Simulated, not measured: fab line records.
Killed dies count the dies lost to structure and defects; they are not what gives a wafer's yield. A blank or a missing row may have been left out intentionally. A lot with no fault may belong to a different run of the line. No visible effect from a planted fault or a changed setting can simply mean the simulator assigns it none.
Problem report in the 8D (eight disciplines) form, filled by code    flow rit-cmos    the parts of the form that need people (team, actions taken, sign-off) are left out

== 1. THE ISSUE ==
Wafers without a fault read 1100 C, standard deviation 0.11; tube-center-temp-C at RIT_FOX2_OXIDATION_00 reads a mean of 1115 C on 6 wafers belonging to 2 lots. That is +99 or more standard deviations from the usual mean.
The step: target thk 350.7 nm, ox time 1158 s.
Seen first at day 3 11:25 on furnace-03, wafer L226.3. Wafers with a number at this step in the record: 39, from 13 lots. Rule for "out", or "out of limits": more than 4 standard deviations from the usual mean. The other wafers with a number count as sound.

== 2. WHAT IT IS; WHAT IT IS NOT ==
question                     is                                                                                                 is not
which readings at this step  tube-center-temp-C, spike-tc-centre-C, spike-tc-load-C, spike-tc-source-C, tube_center_temp_C_max  -
which lots                   L226, L232                                                                                         L218, L219, L220, L221, L222, L223, L224, L236, L239, L240, L241
which wafers of those lots   all that have a number                                                                             -
read on which tools          furnace-03                                                                                         furnace-01, furnace-04
when                         from day 3 11:25                                                                                   up to then (21 sound wafers); but 12 sound wafers of L236, L239, L240, L241 came after

== 3. THE SUSPECTS, EACH WITH WHAT RULES IT OUT ==
Counting: a tool stays on the suspect list if, at a process step up to the reading, it processed all lots that are out and no sound lot following the first of them.
- furnace-03 at RIT_FOX2_OXIDATION_00 (target thk 350.7 nm, ox time 1158 s): kept. Every lot that is out went through it, starting with L226 (day 3 11:25), and after that it ran no sound lot; the last sound lot it ran before then is L224 (day 3 00:14). On those wafers its own readings are out: spike-tc-centre-C, spike-tc-load-C, spike-tc-source-C, tube-center-temp-C, tube_center_temp_C_max.
The count leaves furnace-03 at RIT_FOX2_OXIDATION_00.

== 4. THE CAUSE (what the simulator had put in) ==
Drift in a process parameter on furnace-03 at RIT_FOX2_OXIDATION_00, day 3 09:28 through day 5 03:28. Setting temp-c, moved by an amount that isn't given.
After counting, this tool was the only one left.

== 5. THE EFFECT CHAIN, in route order ==
Each row: a reading whose mean over the struck wafers that have a number lies more than 3 standard deviations from the usual. Only readings for which the record gives a usual standard deviation are gone through. hours: the time from each lot's start at the first step in this table that gives one to its start at this step, as a median over the lots. sigmas: the change in usual standard deviations.
hours  step                   reading                 usual     on struck wafers  change  sigmas
0      RIT_FOX2_OXIDATION_00  spike-tc-centre-C       1102.7 C  1118.2            +15.5   +14
0      RIT_FOX2_OXIDATION_00  spike-tc-load-C         1128.5 C  1145.9            +17.4   +9.1
0      RIT_FOX2_OXIDATION_00  spike-tc-source-C       1124 C    1144              +20     +5.7
0      RIT_FOX2_OXIDATION_00  tube-center-temp-C      1100 C    1115              +15     +99 or more
0      RIT_FOX2_OXIDATION_00  tube_center_temp_C_max  1102.8    1118.0            +15.2   +30
Process steps it contains:
- RIT_FOX2_OXIDATION_00: target thk 350.7 nm, ox time 1158 s.
At these later measuring or inspecting steps, every struck wafer for which the step has a row has a number for every such reading, and none has moved that far: RIT_FOX2_THK_MEAS_01, RIT_FOX2_THK_MEAS_90, RIT_FOX2_THK_MEAS_91.

== 6. WHAT WOULD HAVE CAUGHT IT SOONER ==
In this record no reading fell out of limits until day 3 11:25, 2 hours after the fault had begun at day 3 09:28.
